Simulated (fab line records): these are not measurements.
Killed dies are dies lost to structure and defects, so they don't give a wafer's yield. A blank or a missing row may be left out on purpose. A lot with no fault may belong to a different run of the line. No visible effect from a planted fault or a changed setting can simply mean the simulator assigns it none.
Chamber matching / flow berkeley cmos170 / rie diel-03 running UCB170_CONTACT_ETCH_17: 4 sister chambers
The step etches BARC in N2/H2. 4 wafers are shown with their chamber, then 8 later ones without.

## WAFERS WITH THEIR CHAMBER
wafer=L096.1; chamber=2; drypump motor current A (A)=5.3
wafer=L096.2; chamber=1; drypump motor current A (A)=5.2
wafer=L096.3; chamber=3; drypump motor current A (A)=6.4
wafer=L096.4; chamber=0; drypump motor current A (A)=6.0

## WAFERS MISSING THEIR CHAMBER
wafer=L096.5; drypump motor current A (A)=6.0
wafer=L096.6; drypump motor current A (A)=5.2
wafer=L095.1; drypump motor current A (A)=6.5
wafer=L095.2; drypump motor current A (A)=6.0
wafer=L095.3; drypump motor current A (A)=5.2
wafer=L095.4; drypump motor current A (A)=5.3
wafer=L095.5; drypump motor current A (A)=5.2
wafer=L095.6; drypump motor current A (A)=5.3

## WHICH CHAMBER EACH WENT THROUGH
wafer=L096.5; from the rows above=0; in truth=0
wafer=L096.6; from the rows above=1; in truth=1
wafer=L095.1; from the rows above=3; in truth=3
wafer=L095.2; from the rows above=0; in truth=0
wafer=L095.3; from the rows above=1; in truth=1
wafer=L095.4; from the rows above=2; in truth=2
wafer=L095.5; from the rows above=1; in truth=1
wafer=L095.6; from the rows above=2; in truth=2
Correctly placed: 8 of 8. Not placeable from these rows: 0. 0 placed wrongly.
How it was worked out, from the rows above alone: a wafer's distance from a chamber is the root of the sum, over the readings, of the square of ((its reading less the chamber's mean) divided by the reading's scatter). The wafer belongs to the nearest chamber; if the next one is less than 2 further off, it can't be placed. The mean given for a chamber averages the wafers shown for that chamber. The scatter (one wafer shown for each chamber): square how far every hidden wafer sits from the nearest shown wafer, average those squares and take the square root.
